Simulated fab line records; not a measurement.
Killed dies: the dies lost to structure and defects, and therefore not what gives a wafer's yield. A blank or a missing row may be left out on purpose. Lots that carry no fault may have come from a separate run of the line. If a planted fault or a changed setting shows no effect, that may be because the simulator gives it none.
What tool caused it? :: flow berkeley_cmos170 :: 18 wafers from 6 lots sampled at 2 of the route's 331 steps

WHAT THE GAUGES SHOWED, per wafer
UCB170_PLDD_CD_MEAS_06 targets a cd of 1200 nm.
lot: L108
measured: day 7 14:11
on: cd_sem-01
cd_nm (nm): 1201.8 1201.9 1201.7

lot: L112
measured: day 8 06:23
on: cd_sem-01
cd_nm (nm): 1198.9 1199.6 1199.3

lot: L122
measured: day 9 21:47
on: cd_sem-02
cd_nm (nm): 1201.3 1201.0 1200.1

lot: L125
measured: day 10 20:05
on: cd_sem-01
cd_nm (nm): 1200.0 1199.8 1201.3

lot: L127
measured: day 11 12:10
on: cd_sem-01
cd_nm (nm): 1199.5 1197.3 1197.7

lot: L130
measured: day 12 02:52
on: cd_sem-01
cd_nm (nm): 1198.9 1198.6 1198.2

WHAT TOOL EACH LOT RAN ON (gives the tool, then ch and the chambers of the sampled wafers, and finally the start)
lot: L108
UCB170_GATE_STRIP_16: plasma_asher-02 ch 0,1, day 7 12:05

lot: L112
UCB170_GATE_STRIP_16: plasma_asher-03 ch 0,1, day 8 04:28

lot: L122
UCB170_GATE_STRIP_16: plasma_asher-02 ch 0,1, day 9 19:30

lot: L125
UCB170_GATE_STRIP_16: plasma_asher-04 ch 0,1, day 10 17:47

lot: L127
UCB170_GATE_STRIP_16: plasma_asher-03 ch 1, day 11 07:52

lot: L130
UCB170_GATE_STRIP_16: plasma_asher-04 ch 0,1, day 12 01:29
- UCB170_GATE_STRIP_16: strips in O2.

THE ANSWER, worked out from the rows above alone
Rule: usual is defined by the lots themselves. Put in order of their means at a reading, lots are off if they are a third of the lots or fewer, leave a main group of 4 or more, and stand apart from it by a gap of 3 or more times the standard deviation of the main group's means; of several such gaps the widest counts. Not used: any main group whose means are identical at the precision the tables above print for the reading. Also off: a lot with no number at a reading for which 4 or more lots have one. Where the step has rows for the other lots, those lots are counted as sound.
No lot is off on any of the readings shown, so nothing can be concluded from this.

WHAT THE SIMULATOR PUT IN
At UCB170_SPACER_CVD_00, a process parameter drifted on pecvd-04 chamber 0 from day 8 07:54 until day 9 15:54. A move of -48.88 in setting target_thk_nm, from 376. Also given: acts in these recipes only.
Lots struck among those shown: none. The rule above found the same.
